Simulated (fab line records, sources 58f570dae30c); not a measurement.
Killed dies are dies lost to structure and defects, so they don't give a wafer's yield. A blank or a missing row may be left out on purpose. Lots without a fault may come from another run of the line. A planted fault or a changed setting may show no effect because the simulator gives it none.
Chamber matching | flow berkeley_cmos170 | UCB170_GATE_ETCH_15 on rie_si-01: 4 sister chambers
The step etches poly-Si in HBr/Cl2, stops on SiO2, time 56.3 s, target depth 278.2 nm. 8 wafers are shown with their chamber, then 7 later ones without.

WAFERS WITH THEIR CHAMBER
wafer  | chamber | throttle_valve_pct (%) | drypump_motor_current_A (A)
L357.1 | 3       | 26.43                  | 5.6
L357.5 | 3       | 26.43                  | 5.7
L364.3 | 2       | 26.77                  | 5.1
L362.1 | 2       | 26.76                  | 5.2
L362.3 | 1       | 26.01                  | 6.3
L366.4 | 0       | 26.65                  | 5.4
L366.6 | 1       | 26.03                  | 6.3
L372.1 | 0       | 26.64                  | 5.5

WAFERS WITHOUT THEIR CHAMBER
wafer  | throttle_valve_pct (%) | drypump_motor_current_A (A)
L372.3 | 26.01                  | 6.3
L372.6 | 26.01                  | 6.3
L373.3 | 26.77                  | 5.1
L373.5 | 26.67                  | 5.5
L378.3 | 26.50                  | 5.6
L378.5 | 26.02                  | 6.3
L378.6 | 26.53                  | 5.6

WHICH CHAMBER EACH WENT THROUGH
wafer  | from the rows above     | in truth
L372.3 | 1                       | 1
L372.6 | 1                       | 1
L373.3 | 2                       | 2
L373.5 | 0                       | 0
L378.3 | 3                       | 3
L378.5 | 1                       | 1
L378.6 | can't be placed: 3 or 0 | 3
Placed correctly: 6 of 7. Can't be placed from these rows: 1 (the true chamber is among the candidates in 1). Placed wrongly: 0.
How it was worked out, from the rows above alone: a wafer's distance from a chamber is the root of the sum, over the readings, of the square of ((its reading less the chamber's mean) divided by the reading's scatter). The wafer belongs to the nearest chamber; if the next one is less than 2 further off, it can't be placed. A chamber's mean is the mean of its shown wafers. The scatter: the root of (the sum of the squares of (reading less its chamber's mean) over the shown wafers, divided by (wafers less chambers)).
